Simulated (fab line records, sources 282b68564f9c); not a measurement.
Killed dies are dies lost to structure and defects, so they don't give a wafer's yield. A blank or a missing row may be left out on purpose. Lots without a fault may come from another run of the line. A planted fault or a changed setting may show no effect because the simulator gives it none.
fab line records | flow rit_cmos
record lots=5 wafers=23
route steps=202 shown NWELL@36 NRETRO@61 GATE@91 PLDD@122 NSD@139 PSD@147 CONTACT@171 M1@184
start_h: hours from the record's first day to the start of the lot's first wafer shown | wait_h: hours since the lot's step before | " the same as in the row above | L1.1+2: a row that stands for several wafers | - no value, or no start given | * or withheld: withheld | < > ~ a bound
route shown NAME@n: a module of which the file shows steps, and the number in the route of the first | usual: mean/standard deviation of fault-free wafers | same: alike in all rows | chamber/n: place in a boat | sites: the reading at each site | _std_site: their standard deviation | _edge_site: outer sites' mean less inner sites' | radius_mm: how far each site lies from the wafer's centre | mask NAME#n: copy n | behind: the tool/chamber that last shaped the wafer | hold: why the lot was held/for how many hours/how that ended | device: the transistor (n, p or np) that didn't switch | end of line: the same wafers' tests at the end of the route | a step without rows: its recipe alone | killed: dies lost to structure and defects at the first sort, not the wafer's yield | map: a wafer's dies, x killed, . not, _ none there
set.NAME: the setting as run; set.NAME@STEP: as run at that earlier step | model.NAME: the simulator's own value behind a step, which no gauge read
lots whose settings were changed on purpose; a table a step, a row a wafer
## steps
# step RIT_NWELL_IMPLANT_08
# recipe species=P energy_kev=170 dose_cm2=5e+13 tilt_deg=7
# columns lot.wafer tool chamber start_h wait_h set.energy_kev model.implant.rp_nm model.implant.drp_nm
L077.1+2+3+5+6 implanter-03 0 43.23 0.2 170 205.4 68.82
L078.1+2+3+5+6 implanter-02 0 43.47 0.2 170 217.4 68.82
L081.1+3 implanter-03 0 58.48 0.2 170 211.3 68.82
L081.2+4+5 " 0 " " 161.9 200.9 66.4
L083.1+3+4 implanter-02 0 72.34 0.2 170 214.2 68.82
L085.1+3 implanter-03 0 77.55 0.2 173.7 210.6 69.94
L085.2+4+5 " 0 " " 170 205.9 68.82
# step RIT_NRETRO_IMPLANT_08
# recipe species=P energy_kev=70 dose_cm2=1e+13 tilt_deg=7
# columns lot.wafer tool chamber start_h wait_h set.dose_cm2
L077.1+3+5 implanter-01 0 52.49 0.2 1.03e+13
L077.2+6 " 0 " " 1e+13
L078.1+2+3+5+6 implanter-03 0 52.78 0.2 1e+13
L081.1+2+4 implanter-03 0 67.04 0.2 1e+13
L081.3+5 " 0 " " 1.049e+13
L083.1+3+4 implanter-01 0 81.70 0.2 1e+13
L085.1+5 implanter-03 0 88.10 0.2 1e+13
L085.2+3+4 " 0 " " 9.761e+12
# step RIT_NRETRO_STRIP_09
# recipe chemistry=O2 time_s=180 resist=NOVOLAK platen_temp_c=withheld power_w=500 pressure_mtorr=4000 o2_flow_sccm=4000
# step RIT_NRETRO_TW_MEAS_10
# usual NRETRO_TW=1056/5.5
# columns lot.wafer tool chamber start_h wait_h set.dose_cm2@NRETRO_IMPLANT_08 NRETRO_TW
L077.1 film_metro-02 - 52.82 0.1 1.03e+13 1066
L077.2 " - " " 1e+13 1052
L077.3 " - " " 1.03e+13 1068
L077.5 " - " " 1.03e+13 1068
L077.6 " - " " 1e+13 1060
L078.1 film_metro-01 - 53.17 0.1 1e+13 1052
L078.2 " - " " 1e+13 1058
L078.3 " - " " 1e+13 1053
L078.5 " - " " 1e+13 1048
L078.6 " - " " 1e+13 1051
L081.1 film_metro-02 - 67.36 0.1 1e+13 1057
L081.2 " - " " 1e+13 1052
L081.3 " - " " 1.049e+13 1073
L081.4 " - " " 1e+13 1053
L081.5 " - " " 1.049e+13 1072
L083.1 film_metro-02 - 82.03 0.1 1e+13 1056
L083.3 " - " " 1e+13 1058
L083.4 " - " " 1e+13 1062
L085.1 film_metro-02 - 88.42 0.1 1e+13 1065
L085.2 " - " " 9.761e+12 1053
L085.3 " - " " 9.761e+12 1057
L085.4 " - " " 9.761e+12 1049
L085.5 " - " " 1e+13 1060
# step RIT_GATE_DEVELOP_15
# recipe resist=NOVOLAK develop_time_s=50 dev_temp_c=23
# columns lot.wafer tool chamber start_h wait_h set.develop_time_s
L077.1+2+3+5+6 litho_track-01 0 - - 50
L078.1+3+6 litho_track-01 0 - - 56.22
L078.2+5 " 0 " " 50
L081.1+5 litho_track-03 0 - - 50
L081.2+3+4 " 0 " " 53.72
L083.1+3+4 litho_track-04 0 - - 50
L085.1+2+3 litho_track-03 0 - - 55.99
L085.4+5 " 0 " " 50
# step RIT_PLDD_IMPLANT_08
# recipe species=BF2 energy_kev=20 dose_cm2=9e+14 tilt_deg=7
# columns lot.wafer tool chamber start_h wait_h set.energy_kev model.implant.rp_nm model.implant.drp_nm
L077.1+2+3+5+6 implanter-01 0 67.37 0.1 20 17.93 9.752
L078.1+2+3+5+6 implanter-01 0 70.82 0.1 20 17.91 9.752
L081.1+4 implanter-03 0 85.33 0.1 20 17.5 9.752
L081.2+3+5 " 0 " " 21.01 18.19 10.09
L083.1+3+4 implanter-02 0 97.43 0.1 20 17.26 9.752
L085.1+4+5 implanter-03 0 104.46 0.1 20 17.2 9.752
L085.2+3 " 0 " " 20.87 17.78 10.05
# step RIT_NSD_IMPLANT_08
# recipe species=P energy_kev=25 dose_cm2=1e+15 tilt_deg=7
# columns lot.wafer tool chamber start_h wait_h set.energy_kev model.implant.rp_nm model.implant.drp_nm
L077.1+2+3+5+6 implanter-01 0 72.40 0.1 25 32.12 14.84
L078.1+2+3+5+6 implanter-01 0 75.71 0.1 25 31.87 14.84
L081.1+2+3 implanter-01 0 89.40 0.1 25 33.33 14.84
L081.4+5 " 0 " " 26.22 34.42 15.27
L083.1+3+4 implanter-03 0 101.47 0.1 25 31.61 14.84
L085.1+2 implanter-01 0 108.59 0.1 25 31.61 14.84
L085.3+4+5 " 0 " " 24.57 31.24 14.68
# step RIT_PSD_DEVELOP_05
# recipe resist=NOVOLAK develop_time_s=50 dev_temp_c=23
# columns lot.wafer tool chamber start_h wait_h set.dev_temp_c
L077.1+2+3+5+6 litho_track-01 0 - - 23
L078.1+2+6 litho_track-04 0 - - 23
L078.3+5 " 0 " " 24.52
L081.1+4+5 litho_track-03 0 - - 19.77
L081.2+3 " 0 " " 23
L083.1+3+4 litho_track-04 0 - - 23
L085.1+4 litho_track-04 0 - - 20.19
L085.2+3+5 " 0 " " 23
# step RIT_PSD_HARDBAKE_07
# recipe resist=NOVOLAK temp_c=140 time_s=60
# step RIT_SDANNEAL_RS_MEAS_06
# recipe thk_meas_gauge=four-point-probe
# usual PLDD_RS=178.4/0.38
# columns lot.wafer tool chamber start_h wait_h set.energy_kev@PLDD_IMPLANT_08 PLDD_RS[ohm/sq]
L077.1 film_metro-01 - 75.04 0.1 20 178.0
L077.2 " - " " 20 178.1
L077.3 " - " " 20 178.5
L077.5 " - " " 20 178.3
L077.6 " - " " 20 177.9
L078.1 film_metro-03 - 78.21 0.1 20 178.5
L078.2 " - " " 20 178.6
L078.3 " - " " 20 177.9
L078.5 " - " " 20 178.2
L078.6 " - " " 20 179.0
L081.1 film_metro-01 - 92.07 0.1 20 178.8
L081.2 " - " " 21.01 175.4
L081.3 " - " " 21.01 175.4
L081.4 " - " " 20 178.7
L081.5 " - " " 21.01 175.4
L083.1 film_metro-01 - 104.27 0.1 20 178.1
L083.3 " - " " 20 177.8
L083.4 " - " " 20 178.0
L085.1 film_metro-02 - 111.35 0.1 20 178.9
L085.2 " - " " 20.87 176.6
L085.3 " - " " 20.87 176.3
L085.4 " - " " 20 178.6
L085.5 " - " " 20 178.7
# step RIT_CONTACT_COAT_03
# recipe resist=NOVOLAK spin_rpm=3250 resist_thk_nm=1000
# columns lot.wafer tool chamber start_h wait_h set.resist_thk_nm model.NOVOLAK_of_CONTACT_COAT_03.thk_nm
L077.1 litho_track-02 0 76.06 0.1 1000 1005
L077.2 " 0 " " 1000 1004
L077.3 " 0 " " 1000 1003
L077.5+6 " 0 " " 1000 1001
L078.1 litho_track-02 0 79.35 0.1 1033 1033
L078.2 " 0 " " 1000 1001
L078.3 " 0 " " 1033 1034
L078.5 " 0 " " 1000 999.7
L078.6 " 0 " " 1033 1035
L081.1 litho_track-03 0 93.09 0.1 1000 1003
L081.2 " 0 " " 1000 998.7
L081.3 " 0 " " 982.8 982.5
L081.4 " 0 " " 1000 1000
L081.5 " 0 " " 982.8 983.4
L083.1 litho_track-01 0 105.29 0.1 1000 999
L083.3 " 0 " " 1000 1004
L083.4 " 0 " " 1000 1003
L085.1 litho_track-01 0 112.39 0.1 1038 1036
L085.2 " 0 " " 1000 998.8
L085.3 " 0 " " 1038 1038
L085.4 " 0 " " 1038 1035
L085.5 " 0 " " 1000 999.4
# step RIT_CONTACT_SOFTBAKE_04
# recipe resist=NOVOLAK temp_c=90 time_s=60
# step RIT_CONTACT_EXPOSE_05
# recipe mask_id=M11 na=0.6 source_shape=conventional sigma_outer=0.5 target_cd_nm=1000 dose_mj=250
# step RIT_CONTACT_HARDBAKE_10
# recipe resist=NOVOLAK temp_c=140 time_s=60
# columns lot.wafer tool chamber start_h wait_h set.resist_thk_nm@CONTACT_COAT_03 model.NOVOLAK_of_CONTACT_COAT_03.thk_nm
L077.1 litho_track-03 0 77.15 0.1 1000 887.5
L077.2 " 0 " " 1000 886.7
L077.3 " 0 " " 1000 886.1
L077.5 " 0 " " 1000 884.1
L077.6 " 0 " " 1000 884.3
L078.1 litho_track-02 0 80.44 0.0 1033 912.3
L078.2 " 0 " " 1000 884
L078.3 " 0 " " 1033 912.9
L078.5 " 0 " " 1000 883.1
L078.6 " 0 " " 1033 914
L081.1 litho_track-01 0 94.06 0.0 1000 885.6
L081.2 " 0 " " 1000 882.1
L081.3 " 0 " " 982.8 867.9
L081.4 " 0 " " 1000 883.6
L081.5 " 0 " " 982.8 868.7
L083.1 litho_track-02 0 106.27 0.0 1000 882.5
L083.3 " 0 " " 1000 887
L083.4 " 0 " " 1000 886.2
L085.1 litho_track-03 0 113.40 0.1 1038 914.8
L085.2 " 0 " " 1000 882.3
L085.3 " 0 " " 1038 916.7
L085.4 " 0 " " 1038 914
L085.5 " 0 " " 1000 882.8
# step RIT_CONTACT_ETCH_11
# recipe target_depth_a=4800 over_etch_frac=0.2 stop_on=TiSi2 chemistry=CHF3/CF4/Ar target=SiO2 CHF3_flow_sccm=50 cf4_flow_sccm=10 Ar_flow_sccm=100 O2_flow_sccm=5 pressure_mtorr=100 rf_w=200 time_s=320
# columns lot.wafer tool chamber start_h wait_h set.resist_thk_nm@CONTACT_COAT_03 model.NOVOLAK_of_CONTACT_COAT_03.thk_nm
L077.1 rie_diel-04 3 77.30 0.1 1000 770.5
L077.2 " 1 " " 1000 770.3
L077.3 " 0 " " 1000 772.6
L077.5 " 0 " " 1000 771.7
L077.6 " 1 " " 1000 768.4
L078.1 rie_diel-03 0 80.59 0.1 1033 797.5
L078.2 " 3 " " 1000 767.6
L078.3 " 2 " " 1033 798
L078.5 " 2 " " 1000 769.2
L078.6 " 3 " " 1033 797
L081.1 rie_diel-04 1 94.21 0.1 1000 769.2
L081.2 " 3 " " 1000 764.4
L081.3 " 0 " " 982.8 752.7
L081.4 " 2 " " 1000 768.4
L081.5 " 3 " " 982.8 750.4
L083.1 rie_diel-04 3 106.42 0.1 1000 765.4
L083.3 " 0 " " 1000 772.3
L083.4 " 2 " " 1000 771.8
L085.1 rie_diel-04 1 113.55 0.1 1038 797.7
L085.2 " 0 " " 1000 767.6
L085.3 " 2 " " 1038 801.9
L085.4 " 3 " " 1038 795.1
L085.5 " 3 " " 1000 764.1
# step RIT_M1_SPUTTER_00
# recipe material=Al target_thk_nm=400 power_w=2000 chamber_pressure_pa=0.4 gas=Ar time_s=500 substrate_temp_c=25
# columns lot.wafer tool chamber start_h wait_h set.power_w model.Al_of_M1_SPUTTER_00.thk_nm
L077.1 pvd_sputter-01 - 78.27 0.0 1858 360
L077.2 " - " " 2000 393.2
L077.3 " - " " 2000 396.5
L077.5 " - " " 1858 363.8
L077.6 " - " " 1858 360.3
L078.1 pvd_sputter-03 - 81.45 0.0 2000 404.5
L078.2 " - " " 2000 403.3
L078.3 " - " " 2000 403.8
L078.5 " - " " 2000 400.4
L078.6 " - " " 2000 394.6
L081.1 pvd_sputter-03 - 95.07 0.0 2092 413.3
L081.2 " - " " 2000 392.1
L081.3 " - " " 2000 400.8
L081.4 " - " " 2092 412.4
L081.5 " - " " 2000 395.5
L083.1 pvd_sputter-01 - 107.31 0.0 2000 402.1
L083.3 " - " " 2000 397.5
L083.4 " - " " 2000 397.2
L085.1 pvd_sputter-03 - 114.40 0.0 2233 441.8
L085.2 " - " " 2000 389.4
L085.3 " - " " 2233 438.5
L085.4 " - " " 2000 393.3
L085.5 " - " " 2000 393.9
# step RIT_M1_RS_MEAS_01
# recipe thk_meas_gauge=four-point-probe reads=Al_of_M1_SPUTTER_00
# usual M1_AL_RS=0.0736/0.00089
# columns lot.wafer tool chamber start_h wait_h set.power_w@M1_SPUTTER_00 M1_AL_RS[ohm/sq]
L077.1 film_metro-02 - 78.57 0.1 1858 0.0817
L077.2 " - " " 2000 0.0746
L077.3 " - " " 2000 0.0741
L077.5 " - " " 1858 0.0808
L077.6 " - " " 1858 0.0816
L078.1 film_metro-03 - 81.74 0.1 2000 0.0725
L078.2 " - " " 2000 0.0726
L078.3 " - " " 2000 0.0727
L078.5 " - " " 2000 0.0732
L078.6 " - " " 2000 0.0742
L081.1 film_metro-03 - 95.36 0.1 2092 0.0710
L081.2 " - " " 2000 0.0747
L081.3 " - " " 2000 0.0733
L081.4 " - " " 2092 0.0711
L081.5 " - " " 2000 0.0743
L083.1 film_metro-01 - 107.60 0.1 2000 0.0729
L083.3 " - " " 2000 0.0739
L083.4 " - " " 2000 0.0739
L085.1 film_metro-02 - 114.70 0.1 2233 0.0663
L085.2 " - " " 2000 0.0753
L085.3 " - " " 2233 0.0666
L085.4 " - " " 2000 0.0746
L085.5 " - " " 2000 0.0744
# step RIT_M1_THK_MEAS_02
# recipe thk_meas_gauge=xrf reads=Al_of_M1_SPUTTER_00
# usual M1_AL_THK=396/5.6
# columns lot.wafer tool chamber start_h wait_h set.power_w@M1_SPUTTER_00 M1_AL_THK[nm]
L077.1 film_metro-02 - 78.69 0.1 1858 356
L077.2 " - " " 2000 385
L077.3 " - " " 2000 391
L077.5 " - " " 1858 358
L077.6 " - " " 1858 355
L078.1 film_metro-03 - 81.86 0.1 2000 404
L078.2 " - " " 2000 399
L078.3 " - " " 2000 404
L078.5 " - " " 2000 401
L078.6 " - " " 2000 393
L081.1 film_metro-03 - 95.48 0.1 2092 411
L081.2 " - " " 2000 393
L081.3 " - " " 2000 402
L081.4 " - " " 2092 413
L081.5 " - " " 2000 394
L083.1 film_metro-01 - 107.72 0.1 2000 397
L083.3 " - " " 2000 394
L083.4 " - " " 2000 391
L085.1 film_metro-02 - 114.82 0.1 2233 434
L085.2 " - " " 2000 385
L085.3 " - " " 2233 436
L085.4 " - " " 2000 388
L085.5 " - " " 2000 388
# step RIT_M1_EXPOSE_06
# recipe mask_id=M12 na=0.6 source_shape=conventional sigma_outer=0.5 target_cd_nm=2600 dose_mj=250
# columns lot.wafer tool chamber start_h wait_h mask set.dose_mj
L077.1+2+6 iline_stepper-02 0 79.20 0.1 M12#0 250
L077.3+5 " 0 " " M12#0 260.2
L078.1+2+3+5+6 iline_stepper-02 0 82.50 0.2 M12#0 250
L081.1+2+3+4+5 iline_stepper-02 0 95.99 0.1 M12#0 250
L083.1+3+4 iline_stepper-02 0 108.37 0.2 M12#0 250
L085.1+2+5 iline_stepper-01 0 115.33 0.1 M12#0 250
L085.3+4 " 0 " " M12#0 231.4
# step RIT_M1_PEB_07
# recipe resist=NOVOLAK temp_c=withheld time_s=withheld
# step RIT_M1_DEVELOP_08
# recipe resist=NOVOLAK develop_time_s=68 dev_temp_c=23
# step RIT_M1_CD_MEAS_09
# recipe target_cd_nm=2600
# usual cd_nm=2600.2/2
# columns lot.wafer tool chamber start_h wait_h set.dose_mj@M1_EXPOSE_06 cd_nm
L077.1 cd_sem-01 - 79.63 - 250 2600.5
L077.2 " - " " 250 2601.7
L077.3 " - " " 260.2 2590.9
L077.5 " - " " 260.2 2590.2
L077.6 " - " " 250 2601.4
L078.1 cd_sem-02 - 82.93 - 250 2596.2
L078.2 " - " " 250 2598.0
L078.3 " - " " 250 2598.0
L078.5 " - " " 250 2596.6
L078.6 " - " " 250 2598.2
L081.1 cd_sem-02 - 96.42 - 250 2600.7
L081.2 " - " " 250 2601.4
L081.3 " - " " 250 2600.8
L081.4 " - " " 250 2600.8
L081.5 " - " " 250 2602.4
L083.1 cd_sem-02 - 108.90 - 250 2601.8
L083.3 " - " " 250 2604.6
L083.4 " - " " 250 2603.3
L085.1 cd_sem-01 - 115.76 - 250 2599.7
L085.2 " - " " 250 2599.9
L085.3 " - " " 231.4 2622.4
L085.4 " - " " 231.4 2621.4
L085.5 " - " " 250 2600.4
# step RIT_M1_HARDBAKE_11
# recipe resist=NOVOLAK temp_c=140.4 time_s=120
# step RIT_M1_METAL_ETCH_12
# recipe stop_on=SiO2 chemistry=Cl2/BCl3 target=Al time_s=165 over_etch_frac=0.5 pressure_mtorr=100 target_depth_a=6000 rf_w=250 Cl2_flow_sccm=60 bcl3_flow_sccm=50
# columns lot.wafer tool chamber start_h wait_h set.dose_mj@M1_EXPOSE_06 model.M1.cd_nm
L077.1+2 rie_metal-04 1,0 80.03 0.2 250 2603
L077.3 " 1 " " 260.2 2593
L077.5 " 0 " " 260.2 2591
L077.6 " 1 " " 250 2602
L078.1 rie_metal-03 1 83.34 0.2 250 2592
L078.2 " 0 " " 250 2596
L078.3+6 " 0 " " 250 2597
L078.5 " 1 " " 250 2593
L081.1 rie_metal-01 0 96.83 0.2 250 2599
L081.2+5 " 1 " " 250 2602
L081.3 " 1 " " 250 2601
L081.4 " 0 " " 250 2597
L083.1 rie_metal-04 1 109.42 0.2 250 2604
L083.3 " 0 " " 250 2607
L083.4 " 1 " " 250 2605
L085.1+2+5 rie_metal-03 1,0,1 116.16 0.2 250 2600
L085.3 " 0 " " 231.4 2623
L085.4 " 1 " " 231.4 2622
# step RIT_M1_STRIP_13
# recipe chemistry=nmp resist=NOVOLAK temp_c=80 time_s=600 dry=n2_spin
# step RIT_M1_STRIP_14
# recipe chemistry=O2 time_s=180 platen_temp_c=withheld power_w=500 pressure_mtorr=4000 o2_flow_sccm=4000
# step RIT_M1_CD_MEAS_90
# recipe target_cd_nm=2600
# usual cd_nm=2600/3.2
# columns lot.wafer tool chamber start_h wait_h set.dose_mj@M1_EXPOSE_06 cd_nm
L077.1 cd_sem-01 - 80.56 0.1 250 2603
L077.2 " - " " 250 2603
L077.3 " - " " 260.2 2593
L077.5 " - " " 260.2 2591
L077.6 " - " " 250 2602
L078.1 cd_sem-02 - 83.88 0.1 250 2592
L078.2 " - " " 250 2596
L078.3 " - " " 250 2597
L078.5 " - " " 250 2593
L078.6 " - " " 250 2597
L081.1 cd_sem-02 - 97.36 0.1 250 2599
L081.2 " - " " 250 2602
L081.3 " - " " 250 2600
L081.4 " - " " 250 2597
L081.5 " - " " 250 2602
L083.1 cd_sem-01 - 109.94 0.1 250 2603
L083.3 " - " " 250 2607
L083.4 " - " " 250 2605
L085.1 cd_sem-01 - 116.68 0.1 250 2600
L085.2 " - " " 250 2600
L085.3 " - " " 231.4 2623
L085.4 " - " " 231.4 2622
L085.5 " - " " 250 2600
# step RIT_M1_PROBE_99
# usual killed_at_contacts=0.1/0.35 killed_at_front_end=7/3.3 killed_dies=8/3.3 killed_open=3.4/1.8 killed_short=4.1/2.2
# same gross_dies=264 killed_at_M0_to_M3=0 killed_at_M4_up=0 killed_at_back_side=0 killed_at_other=0
# columns lot.wafer tool chamber start_h wait_h set.develop_time_s@GATE_DEVELOP_15 killed_at_contacts killed_at_front_end killed_dies killed_open killed_short model.etest.nmos_0p15.drive_ua_um model.etest.nmos_0p15.r_on_ohm_um model.etest.nmos_0p3.r_on_ohm_um model.etest.nmos_turned.drive_ua_um model.etest.pmos_0p15.drive_ua_um model.etest.pmos_0p15.r_on_ohm_um model.etest.pmos_0p3.r_on_ohm_um model.etest.pmos_turned.r_on_ohm_um
L077.1 prober-02 - 82.30 0.1 50 0 7 7 4 3 460.2 1118 2128 329.2 247.5 2812 6263 3494
L077.2 prober-02 - 82.35 0.1 50 1 4 5 2 2 469.9 1126 2121 340.2 255.1 2769 6308 3407
L077.3 prober-02 - 82.40 0.2 50 0 3 3 3 0 468.3 1149 2159 328.9 251.3 2824 6368 3499
L077.5 prober-02 - 82.50 0.2 50 0 4 4 2 2 468.3 1136 2141 327.6 249.9 2808 6340 3480
L077.6 prober-02 - 82.55 0.2 50 0 8 8 3 5 470.1 1131 2157 333 250.6 2788 6284 3436
L078.1 prober-02 - 86.83 0.1 56.22 0 60 60 3 7 563.8 1016 2052 346.4 321.8 2278 5837 2960
L078.2 prober-02 - 86.88 0.1 50 0 5 5 2 3 468.2 1159 2170 302.6 255.7 2754 6252 3473
L078.3 prober-02 - 86.93 0.2 56.22 0 31 31 4 3 547.6 1064 2084 345.2 311.4 2370 5906 3021
L078.5 prober-02 - 87.03 0.2 50 0 13 13 6 7 476.5 1160 2168 317.8 262.8 2706 6296 3370
L078.6 prober-02 - 87.08 0.2 56.22 0 31 31 3 4 552.5 1024 2051 348.5 320.1 2283 5802 2942
L081.1 prober-02 - 99.10 0.1 50 0 10 10 5 5 475.8 1093 2111 339.1 257.9 2721 6244 3378
L081.2 prober-02 - 99.15 0.1 53.72 0 6 6 4 2 522.9 1027 2032 362.6 298.3 2423 5896 3043
L081.3 prober-02 - 99.20 0.2 53.72 0 13 13 3 10 538.6 1025 2038 370.1 307.3 2369 5831 2982
L081.4 prober-02 - 99.25 0.2 53.72 0 6 6 3 3 523 1046 2047 352.4 284.2 2548 5981 3223
L081.5 prober-02 - 99.30 0.2 50 0 11 11 6 5 475.6 1109 2138 333.8 258.6 2716 6321 3374
L083.1 prober-02 - 111.68 0.1 50 0 9 9 2 6 471.7 1145 2166 319.3 254.7 2790 6364 3507
L083.3 prober-02 - 111.78 0.2 50 1 8 9 5 4 483.5 1060 2110 329 263.1 2685 6181 3350
L083.4 prober-02 - 111.83 0.2 50 0 5 5 1 4 473 1151 2156 320.7 252.8 2842 6323 3536
L085.1 prober-02 - 118.42 0.1 55.99 0 17 17 5 4 572.2 949.9 1960 383.9 302.2 2375 5817 3048
L085.2 prober-02 - 118.47 0.1 55.99 0 10 10 2 3 573.2 999.4 2005 382.6 318.1 2336 5773 3012
L085.3 prober-02 - 118.52 0.2 55.99 0 13 13 3 3 573.6 981 1972 385.7 321 2291 5659 2893
L085.4 prober-02 - 118.57 0.2 50 0 10 10 2 8 473.1 1118 2139 339.6 249.4 2848 6317 3502
L085.5 prober-02 - 118.62 0.2 50 0 13 13 5 8 465.7 1102 2140 337 244.7 2890 6347 3538
# killed by level:class
L077.1 REOX:geometric_particle:open=2 REOX:geometric_particle:short=2 FOX1:geometric_particle:open=1 FOX2:geometric_particle:open=1 GATE:geometric_particle:short=1
L077.2 GATE:geometric_particle:open=1 REOX:geometric_particle:open=1 SPACER:geometric_particle:short=1 CONTACT:geometric_particle:short=1 NLDD:coat_microbubble_printed=1
L077.3 REOX:geometric_particle:open=3
L077.5 REOX:geometric_particle:open=2 FOX2:geometric_particle:short=1 REOX:geometric_particle:short=1
L077.6 REOX:geometric_particle:short=4 REOX:geometric_particle:open=2 GATE:geometric_particle:open=1 GATE:geometric_particle:short=1
L078.1 GATE:area_develop=50 SPACER:geometric_particle:short=4 GATE:geometric_particle:short=2 SPACER:geometric_particle:open=2 FOX1:geometric_particle:short=1 SILICIDE:geometric_particle:open=1
L078.2 GATE:geometric_particle:short=2 ACTIVE:geometric_particle:short=1 GATE:geometric_particle:open=1 SPACER:geometric_particle:open=1
L078.3 GATE:area_develop=24 GATE:geometric_particle:short=2 SPACER:geometric_particle:open=2 FOX1:geometric_particle:open=1 REOX:geometric_particle:open=1 SPACER:geometric_particle:short=1
L078.5 GATE:geometric_particle:open=4 FOX1:geometric_particle:short=3 GATE:geometric_particle:short=3 FOX1:geometric_particle:open=2 SPACER:geometric_particle:short=1
L078.6 GATE:area_develop=24 GATE:geometric_particle:short=2 FOX1:geometric_particle:open=1 FOX1:geometric_particle:short=1 GATE:geometric_particle:open=1 SPACER:geometric_particle:short=1 SPACER:geometric_particle:open=1
L081.1 GATE:geometric_particle:short=3 FOX1:geometric_particle:open=2 REOX:geometric_particle:open=2 SPACER:geometric_particle:short=1 SILICIDE:geometric_particle:open=1 SILICIDE:geometric_particle:short=1
L081.2 FOX1:geometric_particle:short=1 GATE:geometric_particle:open=1 GATE:geometric_particle:short=1 REOX:geometric_particle:open=1 SPACER:geometric_particle:open=1 SILICIDE:geometric_particle:open=1
L081.3 GATE:geometric_particle:short=8 GATE:geometric_particle:open=2 SPACER:geometric_particle:open=1 SPACER:geometric_particle:short=1 SILICIDE:geometric_particle:short=1
L081.4 GATE:geometric_particle:open=2 FOX1:geometric_particle:short=1 FOX2:geometric_particle:short=1 FOX2:geometric_particle:open=1 GATE:geometric_particle:short=1
L081.5 GATE:geometric_particle:short=4 GATE:geometric_particle:open=4 FOX1:geometric_particle:open=1 SPACER:geometric_particle:open=1 SPACER:geometric_particle:short=1
L083.1 GATE:geometric_particle:short=2 SPACER:geometric_particle:short=2 SPACER:geometric_particle:open=2 FOX1:geometric_particle:short=1 SILICIDE:geometric_particle:short=1 PWELL:coat_microbubble_printed=1
L083.3 FOX1:geometric_particle:open=2 SILICIDE:geometric_particle:open=2 FOX1:geometric_particle:short=1 FOX2:geometric_particle:short=1 GATE:geometric_particle:open=1 GATE:geometric_particle:short=1 CONTACT:geometric_particle:short=1
L083.4 REOX:geometric_particle:short=2 FOX1:geometric_particle:short=1 GATE:geometric_particle:short=1 SPACER:geometric_particle:open=1
L085.1 GATE:area_develop=8 REOX:geometric_particle:short=2 REOX:geometric_particle:open=2 FOX2:geometric_particle:open=1 SPACER:geometric_particle:open=1 SPACER:geometric_particle:short=1 SILICIDE:geometric_particle:short=1 SILICIDE:geometric_particle:open=1
L085.2 GATE:area_develop=5 SPACER:geometric_particle:short=2 FOX1:geometric_particle:short=1 FOX2:geometric_particle:open=1 GATE:geometric_particle:open=1
L085.3 GATE:area_develop=7 GATE:geometric_particle:short=3 GATE:geometric_particle:open=2 REOX:geometric_particle:open=1
L085.4 GATE:geometric_particle:short=4 FOX1:geometric_particle:short=2 FOX1:geometric_particle:open=2 SPACER:geometric_particle:short=1 SILICIDE:geometric_particle:short=1
L085.5 GATE:geometric_particle:short=3 GATE:geometric_particle:open=2 REOX:geometric_particle:short=2 SPACER:geometric_particle:short=2 FOX1:geometric_particle:short=1 FOX2:geometric_particle:open=1 REOX:geometric_particle:open=1 SPACER:geometric_particle:open=1
## key
split step=RIT_NWELL_IMPLANT_08 setting=energy_kev stated=170 by=wafer
response step=RIT_NWELL_IMPLANT_08 reading=model.implant.rp_nm change=+2.16 per=1% r=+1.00
response step=RIT_NWELL_IMPLANT_08 reading=model.implant.drp_nm change=+0.51 per=1% r=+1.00
split step=RIT_NRETRO_IMPLANT_08 setting=dose_cm2 stated=1e+13 by=wafer
response step=RIT_NRETRO_TW_MEAS_10 reading=NRETRO_TW change=+3.77 per=1% r=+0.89
split step=RIT_GATE_DEVELOP_15 setting=develop_time_s stated=50 by=wafer
response step=RIT_M1_PROBE_99 reading=model.etest.pmos_turned.r_on_ohm_um change=-40 per=1% r=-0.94
response step=RIT_M1_PROBE_99 reading=model.etest.pmos_0p3.r_on_ohm_um change=-42.7 per=1% r=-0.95
response step=RIT_M1_PROBE_99 reading=model.etest.pmos_0p15.r_on_ohm_um change=-38.6 per=1% r=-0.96
response step=RIT_M1_PROBE_99 reading=model.etest.nmos_0p3.r_on_ohm_um change=-11 per=1% r=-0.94
response step=RIT_M1_PROBE_99 reading=model.etest.nmos_0p15.r_on_ohm_um change=-10.3 per=1% r=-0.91
response step=RIT_M1_PROBE_99 reading=model.etest.nmos_0p15.drive_ua_um change=+7.51 per=1% r=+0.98
response step=RIT_M1_PROBE_99 reading=model.etest.pmos_0p15.drive_ua_um change=+5.13 per=1% r=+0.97
response step=RIT_M1_PROBE_99 reading=model.etest.nmos_turned.drive_ua_um change=+3.37 per=1% r=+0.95
split step=RIT_PLDD_IMPLANT_08 setting=energy_kev stated=20 by=wafer
response step=RIT_PLDD_IMPLANT_08 reading=model.implant.rp_nm change=+0.135 per=1% r=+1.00
response step=RIT_PLDD_IMPLANT_08 reading=model.implant.drp_nm change=+0.068 per=1% r=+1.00
response step=RIT_SDANNEAL_RS_MEAS_06 reading=PLDD_RS change=-0.609 per=1% r=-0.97
split step=RIT_NSD_IMPLANT_08 setting=energy_kev stated=25 by=wafer
response step=RIT_NSD_IMPLANT_08 reading=model.implant.rp_nm change=+0.222 per=1% r=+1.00
response step=RIT_NSD_IMPLANT_08 reading=model.implant.drp_nm change=+0.0888 per=1% r=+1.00
split step=RIT_PSD_DEVELOP_05 setting=dev_temp_c stated=23 by=wafer
response none clear
split step=RIT_CONTACT_COAT_03 setting=resist_thk_nm stated=1000 by=wafer
response step=RIT_CONTACT_COAT_03 reading=model.NOVOLAK_of_CONTACT_COAT_03.thk_nm change=+10 per=1% r=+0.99
response step=RIT_CONTACT_HARDBAKE_10 reading=model.NOVOLAK_of_CONTACT_COAT_03.thk_nm change=+8.78 per=1% r=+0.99
response step=RIT_CONTACT_ETCH_11 reading=model.NOVOLAK_of_CONTACT_COAT_03.thk_nm change=+8.71 per=1% r=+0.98
split step=RIT_M1_SPUTTER_00 setting=power_w stated=2000 by=wafer
response step=RIT_M1_SPUTTER_00 reading=model.Al_of_M1_SPUTTER_00.thk_nm change=+4.21 per=1% r=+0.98
response step=RIT_M1_RS_MEAS_01 reading=M1_AL_RS change=-0.000776 per=1% r=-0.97
response step=RIT_M1_THK_MEAS_02 reading=M1_AL_THK change=+4.13 per=1% r=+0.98
split step=RIT_M1_EXPOSE_06 setting=dose_mj stated=250 by=wafer
response step=RIT_M1_CD_MEAS_09 reading=cd_nm change=-2.87 per=1% r=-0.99
response step=RIT_M1_METAL_ETCH_12 reading=model.M1.cd_nm change=-2.91 per=1% r=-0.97
response step=RIT_M1_CD_MEAS_90 reading=cd_nm change=-2.9 per=1% r=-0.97
